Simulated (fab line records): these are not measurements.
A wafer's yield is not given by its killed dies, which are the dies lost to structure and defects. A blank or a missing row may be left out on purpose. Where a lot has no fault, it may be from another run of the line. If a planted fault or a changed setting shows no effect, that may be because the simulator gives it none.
The tool behind it: which one? / flow rit cmos / Sampling: 14 lots, 42 wafers, 2 of 202 route steps

WHAT THE GAUGES SHOWED, per wafer
RIT_REOX_THK_MEAS_04. Usual: REOX_OXIDE_THK gives 25.2 nm (standard deviation 0.51).
lot=L398; measured=day 2 23:04; on=film metro-01; REOX_OXIDE_THK (nm)=25.4 24.9 24.9; flag=
lot=L399; measured=day 3 03:33; on=film metro-01; REOX_OXIDE_THK (nm)=25.0 24.8 25.0; flag=
lot=L400; measured=day 3 11:44; on=film metro-01; REOX_OXIDE_THK (nm)=25.2 25.1 24.6; flag=
lot=L402; measured=day 4 00:34; on=film metro-04; REOX_OXIDE_THK (nm)=25.8 25.1 25.2; flag=
lot=L403; measured=day 4 02:50; on=film metro-01; REOX_OXIDE_THK (nm)=24.4 24.6 24.7; flag=
lot=L404; measured=day 4 05:32; on=film metro-01; REOX_OXIDE_THK (nm)=25.7 25.5 25.5; flag=
lot=L407; measured=day 4 23:28; on=film metro-02; REOX_OXIDE_THK (nm)=29.4 29.5 29.7; flag=OFF
lot=L408; measured=day 5 03:57; on=film metro-04; REOX_OXIDE_THK (nm)=29.7 29.4 29.3; flag=OFF
lot=L412; measured=day 5 19:56; on=film metro-01; REOX_OXIDE_THK (nm)=25.9 25.8 25.7; flag=
lot=L413; measured=day 6 01:08; on=film metro-04; REOX_OXIDE_THK (nm)=25.3 24.8 25.1; flag=
lot=L414; measured=day 6 06:25; on=film metro-01; REOX_OXIDE_THK (nm)=24.8 24.7 24.9; flag=
lot=L416; measured=day 6 20:17; on=film metro-01; REOX_OXIDE_THK (nm)=24.8 25.4 25.3; flag=
lot=L417; measured=day 7 01:49; on=film metro-01; REOX_OXIDE_THK (nm)=25.5 25.4 25.8; flag=
lot=L420; measured=day 7 17:22; on=film metro-02; REOX_OXIDE_THK (nm)=24.6 24.6 24.3; flag=

WHICH TOOL RAN EACH LOT (tool, then ch and the chambers of the sampled wafers, then the start)
lot=L398; RIT_REOX_OXIDATION_03=furnace-04 ch 0, day 2 20:31
lot=L399; RIT_REOX_OXIDATION_03=furnace-04 ch 0, day 3 00:59
lot=L400; RIT_REOX_OXIDATION_03=furnace-03 ch 0, day 3 09:10
lot=L402; RIT_REOX_OXIDATION_03=furnace-01 ch 0, day 3 22:01
lot=L403; RIT_REOX_OXIDATION_03=furnace-03 ch 0, day 4 00:17
lot=L404; RIT_REOX_OXIDATION_03=furnace-01 ch 0, day 4 02:58
lot=L407; RIT_REOX_OXIDATION_03=furnace-01 ch 0, day 4 20:55
lot=L408; RIT_REOX_OXIDATION_03=furnace-01 ch 0, day 5 01:24
lot=L412; RIT_REOX_OXIDATION_03=furnace-03 ch 0, day 5 17:23
lot=L413; RIT_REOX_OXIDATION_03=furnace-04 ch 0, day 5 22:34
lot=L414; RIT_REOX_OXIDATION_03=furnace-03 ch 0, day 6 03:52
lot=L416; RIT_REOX_OXIDATION_03=furnace-03 ch 0, day 6 17:44
lot=L417; RIT_REOX_OXIDATION_03=furnace-04 ch 0, day 6 23:16
lot=L420; RIT_REOX_OXIDATION_03=furnace-03 ch 0, day 7 14:47
- RIT_REOX_OXIDATION_03: target thk 25.2 nm, ox time 5580 s.

AS READ BY THE TOOLS THEMSELVES (means over the sampled wafers that have a number; for cases with no such wafer, the mark the record gives instead)
RIT_REOX_OXIDATION_03. Usual: spike tc centre C 902.4 C, standard deviation 1.3; spike tc load C 925.6 C, standard deviation 1.5; spike tc source C 920 C, standard deviation 4.2; tube center temp C 900 C, standard deviation 0.08; tube_center_temp_C_max 902.3, standard deviation 0.41.
lot=L398; tool=furnace-04; spike tc centre C (C)=903.0; spike tc load C (C)=927.1; spike tc source C (C)=915; tube center temp C (C)=900; tube_center_temp_C_max=902.5; flag=
lot=L399; tool=furnace-04; spike tc centre C (C)=902.6; spike tc load C (C)=926.2; spike tc source C (C)=915; tube center temp C (C)=900; tube_center_temp_C_max=901.8; flag=
lot=L400; tool=furnace-03; spike tc centre C (C)=900.5; spike tc load C (C)=925.6; spike tc source C (C)=923; tube center temp C (C)=900; tube_center_temp_C_max=902.5; flag=
lot=L402; tool=furnace-01; spike tc centre C (C)=902.3; spike tc load C (C)=924.5; spike tc source C (C)=923; tube center temp C (C)=900; tube_center_temp_C_max=902.3; flag=
lot=L403; tool=furnace-03; spike tc centre C (C)=902.3; spike tc load C (C)=925.2; spike tc source C (C)=922; tube center temp C (C)=900; tube_center_temp_C_max=902.4; flag=
lot=L404; tool=furnace-01; spike tc centre C (C)=902.3; spike tc load C (C)=925.0; spike tc source C (C)=922; tube center temp C (C)=900; tube_center_temp_C_max=902.0; flag=
lot=L407; tool=furnace-01; spike tc centre C (C)=917.3; spike tc load C (C)=939.2; spike tc source C (C)=939; tube center temp C (C)=915; tube_center_temp_C_max=917.4; flag=OFF
lot=L408; tool=furnace-01; spike tc centre C (C)=916.7; spike tc load C (C)=939.2; spike tc source C (C)=938; tube center temp C (C)=915; tube_center_temp_C_max=917.1; flag=OFF
lot=L412; tool=furnace-03; spike tc centre C (C)=902.4; spike tc load C (C)=925.2; spike tc source C (C)=922; tube center temp C (C)=900; tube_center_temp_C_max=902.2; flag=
lot=L413; tool=furnace-04; spike tc centre C (C)=903.3; spike tc load C (C)=927.8; spike tc source C (C)=915; tube center temp C (C)=900; tube_center_temp_C_max=902.0; flag=
lot=L414; tool=furnace-03; spike tc centre C (C)=901.3; spike tc load C (C)=925.2; spike tc source C (C)=922; tube center temp C (C)=900; tube_center_temp_C_max=902.2; flag=
lot=L416; tool=furnace-03; spike tc centre C (C)=900.8; spike tc load C (C)=925.5; spike tc source C (C)=923; tube center temp C (C)=900; tube_center_temp_C_max=902.0; flag=
lot=L417; tool=furnace-04; spike tc centre C (C)=903.0; spike tc load C (C)=926.3; spike tc source C (C)=915; tube center temp C (C)=900; tube_center_temp_C_max=902.4; flag=
lot=L420; tool=furnace-03; spike tc centre C (C)=901.9; spike tc load C (C)=925.9; spike tc source C (C)=923; tube center temp C (C)=900; tube_center_temp_C_max=901.9; flag=

THE ANSWER, worked out from the rows above alone
Rule: lot off if the mean of its wafers having a number is beyond 3 standard deviations from the usual mean. Also off: a lot with no number at a reading for which 4 or more lots have one. Any other lot the step has rows for is counted as sound. The gauges are gone through in route order, then the tools' own readings, and for those a lot's mean is taken as printed above. The first step at which some lot is off is used, and at that step the reading that is off furthest; a lot without a number counts as furthest.
Off: L407, L408, at RIT_REOX_THK_MEAS_04 (REOX_OXIDE_THK).
If a tool, at a process step before that reading, ran all the lots that are off and no sound lot after the first of them, it fits. The gauges at RIT_REOX_THK_MEAS_04 aren't tried: what is off there is off at RIT_REOX_OXIDATION_03 too, on other tools, and a gauge's error can't cause that. One fits: furnace-01 at RIT_REOX_OXIDATION_03. Its last sound lot is L404 (day 4 02:58), its first lot that is off L407 (day 4 20:55): a fault that began between those two fits.
The tool's own readings at RIT_REOX_OXIDATION_03 bear it out: on the lots that are off they differ by more than 5 times the standard deviation of the sound lots' means. spike tc centre C reads 917.0 C there against 902.1 C on the sound lots; spike tc load C reads 939.2 C there against 925.8 C on the sound lots; spike tc source C reads 938 C there against 920 C on the sound lots; tube center temp C reads 915 C there against 900 C on the sound lots; tube_center_temp_C_max reads 917.2 there against 902.2 on the sound lots.

WHAT THE SIMULATOR HAD PUT IN
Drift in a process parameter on furnace-01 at RIT_REOX_OXIDATION_03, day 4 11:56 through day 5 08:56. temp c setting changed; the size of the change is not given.
Shown lots that were struck: L407, L408. Same finding as the rule above.
